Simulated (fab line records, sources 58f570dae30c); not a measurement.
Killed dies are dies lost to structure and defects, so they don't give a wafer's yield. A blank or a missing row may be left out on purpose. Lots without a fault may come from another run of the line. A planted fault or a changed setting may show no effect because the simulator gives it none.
Tool commonality check | flow berkeley_cmos170 | 13 lots, 39 wafers sampled

WHY IT WAS OPENED
At UCB170_SPACER_THK_MEAS_01 the reading SPACER_TEOS_THK is flagged on 2 of 13 lots. Wafers without a fault read 378 nm, standard deviation 4.3.
Rule: a lot is flagged when every wafer of it that has a number lies more than 4 standard deviations from that mean, or none has a number. The other lots count as sound.

lot  | measured     | on            | SPACER_TEOS_THK (nm), wafer by wafer | flag
L242 | day 7 23:26  | film_metro-03 | 380 381 378                          |
L247 | day 8 06:46  | film_metro-03 | 377 376 374                          |
L244 | day 8 07:32  | film_metro-01 | 375 384 384                          |
L243 | day 8 08:02  | film_metro-01 | 373 380 374                          |
L245 | day 8 08:16  | film_metro-03 | 374 378 375                          |
L246 | day 8 08:29  | film_metro-04 | 377 383 385                          |
L256 | day 10 04:11 | film_metro-03 | 704 713 714                          | FLAGGED
L255 | day 10 05:17 | film_metro-01 | 703 708 719                          | FLAGGED
L258 | day 10 18:07 | film_metro-04 | 376 381 377                          |
L259 | day 11 08:34 | film_metro-01 | 371 371 380                          |
L260 | day 11 10:14 | film_metro-04 | 373 376 373                          |
L262 | day 12 05:05 | film_metro-04 | 373 376 380                          |
L263 | day 12 05:49 | film_metro-04 | 370 374 375                          |
The numbers of the flagged lots are 710 nm on average: +332 nm against the usual, or +77 standard deviations.

WHICH TOOL RAN EACH LOT
The record holds 1 process step before the reading, out of a route of 331 steps. In each cell: the tool, then ch and the chambers that the sampled wafers went through, then the start.
lot  | flag    | UCB170_SPACER_CVD_00
L242 |         | pecvd-01 ch 1,2, day 7 23:23
L247 |         | pecvd-02 ch 0,1,2, day 8 06:43
L244 |         | pecvd-03 ch 0,1,2, day 8 07:30
L243 |         | pecvd-01 ch 0,1,2, day 8 08:00
L245 |         | pecvd-02 ch 0,1,2, day 8 08:13
L246 |         | pecvd-03 ch 0,1, day 8 08:26
L256 | FLAGGED | pecvd-01 ch 0,1,2, day 10 04:08
L255 | FLAGGED | pecvd-01 ch 1,2, day 10 05:14
L258 |         | pecvd-02 ch 1,2, day 10 18:04
L259 |         | pecvd-03 ch 1,2, day 11 08:31
L260 |         | pecvd-03 ch 0,1,2, day 11 10:11
L262 |         | pecvd-03 ch 0,1,2, day 12 05:03
L263 |         | pecvd-02 ch 0,1, day 12 05:46
What these steps do:
- UCB170_SPACER_CVD_00: deposits SiO2 from TEOS/O2, target thk 376 nm, time 47 s.
- UCB170_SPACER_THK_MEAS_01

FLAGGED OVER TOTAL, TOOL BY TOOL (the gauges that took the reading come last)
step                      | tool          | lots run | flagged | share of the flagged lots | sound lots run after its first flagged lot
UCB170_SPACER_CVD_00      | pecvd-01      | 4        | 2       | all                       | 0
UCB170_SPACER_CVD_00      | pecvd-02      | 4        | 0       | none                      | -
UCB170_SPACER_CVD_00      | pecvd-03      | 5        | 0       | none                      | -
UCB170_SPACER_THK_MEAS_01 | film_metro-01 | 4        | 1       | some                      | 1 (L259)
UCB170_SPACER_THK_MEAS_01 | film_metro-03 | 4        | 1       | some                      | 0
UCB170_SPACER_THK_MEAS_01 | film_metro-04 | 5        | 0       | none                      | -

WHAT THE TABLE ALLOWS
1 row of the table ran every flagged lot: pecvd-01 at UCB170_SPACER_CVD_00.
- pecvd-01 at UCB170_SPACER_CVD_00: 2 of its 4 lots flagged. Its last sound lot is L243 (day 8 08:00), its first flagged lot L256 (day 10 04:08): a fault that began between those two fits.
One tool is left: pecvd-01 at UCB170_SPACER_CVD_00.

WHAT THE SIMULATOR HAD PUT IN
Process parameter drift: pecvd-01, from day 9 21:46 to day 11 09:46, at UCB170_SPACER_CVD_00. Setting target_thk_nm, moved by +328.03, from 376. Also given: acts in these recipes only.
Lots struck among those shown: L256, L255. The rule above found the same.
